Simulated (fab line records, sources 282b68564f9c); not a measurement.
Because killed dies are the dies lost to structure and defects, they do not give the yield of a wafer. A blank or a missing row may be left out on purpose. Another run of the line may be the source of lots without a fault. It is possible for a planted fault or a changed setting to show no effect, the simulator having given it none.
Chamber matching + flow rit-cmos + 4 sister chambers for RIT_GATE_ETCH_19 on rie-si-01
The step etches poly-Si in SF6/CHF3/O2, stops on SiO2, time 165 s, target depth 312.5 nm. 14 wafers are shown with their chamber, then 6 later ones without.

WAFERS, EACH WITH ITS CHAMBER
| wafer  | chamber | throttle-valve-pct (%) | drypump-motor-current-A (A) | oes-product-au (a.u.) |
|--------|---------|------------------------|-----------------------------|-----------------------|
| L592.2 | 1       | 10.09                  | 5.6                         | 0.845                 |
| L592.3 | 0       | 10.22                  | 5.2                         | 0.866                 |
| L592.5 | 1       | 10.10                  | 5.6                         | 0.856                 |
| L596.2 | 1       | 10.10                  | 5.6                         | 0.849                 |
| L596.5 | 3       | 10.50                  | 6.1                         | 0.873                 |
| L596.6 | 2       | 10.00                  | 5.8                         | 0.841                 |
| L598.1 | 3       | 10.51                  | 6.1                         | 0.891                 |
| L598.2 | 1       | 10.11                  | 5.6                         | 0.860                 |
| L598.6 | 0       | 10.23                  | 5.2                         | 0.869                 |
| L600.4 | 2       | 10.00                  | 5.7                         | 0.846                 |
| L600.5 | 0       | 10.23                  | 5.2                         | 0.873                 |
| L600.6 | 1       | 10.10                  | 5.6                         | 0.856                 |
| L604.3 | 1       | 10.09                  | 5.6                         | 0.862                 |
| L604.4 | 2       | 9.98                   | 5.7                         | 0.851                 |

SIGNATURES (means of the wafers above)
| reading                 | chamber 0 | chamber 1 | chamber 2 | chamber 3 | scatter within a chamber |
|-------------------------|-----------|-----------|-----------|-----------|--------------------------|
| throttle-valve-pct      | 10.2267   | 10.0983   | 9.9933    | 10.5050   | 0.00816                  |
| drypump-motor-current-A | 5.200     | 5.600     | 5.733     | 6.100     | 0.0258                   |
| oes-product-au          | 0.86933   | 0.85467   | 0.84600   | 0.88200   | 0.00669                  |
Rule: for a wafer and a chamber, the distance is found by dividing, reading by reading, the gap between the wafer's reading and the chamber's mean by the reading's scatter, squaring, summing and taking the root. If the next closest chamber is less than 2 further off than the closest, the wafer can't be placed; otherwise it belongs to the closest. The scatter: the root of (the sum of the squares of (reading less its chamber's mean) over the shown wafers, divided by (wafers less chambers)).

WAFERS WITHOUT THEIR CHAMBER
| wafer  | throttle-valve-pct (%) | drypump-motor-current-A (A) | oes-product-au (a.u.) |
|--------|------------------------|-----------------------------|-----------------------|
| L604.5 | 9.99                   | 5.7                         | 0.853                 |
| L608.1 | 10.10                  | 5.6                         | 0.875                 |
| L608.6 | 10.10                  | 5.6                         | 0.874                 |
| L610.1 | 10.23                  | 5.2                         | 0.888                 |
| L610.3 | 9.98                   | 5.8                         | 0.870                 |
| L610.5 | 10.23                  | 5.2                         | 0.885                 |

THE CHAMBER EACH PASSED THROUGH
| wafer  | from the rows above | in truth |
|--------|---------------------|----------|
| L604.5 | 2                   | 2        |
| L608.1 | 1                   | 1        |
| L608.6 | 1                   | 1        |
| L610.1 | 0                   | 0        |
| L610.3 | 2                   | 2        |
| L610.5 | 0                   | 0        |
6 of 6 placed correctly. From these rows, 0 cannot be placed. Wrongly placed: 0.
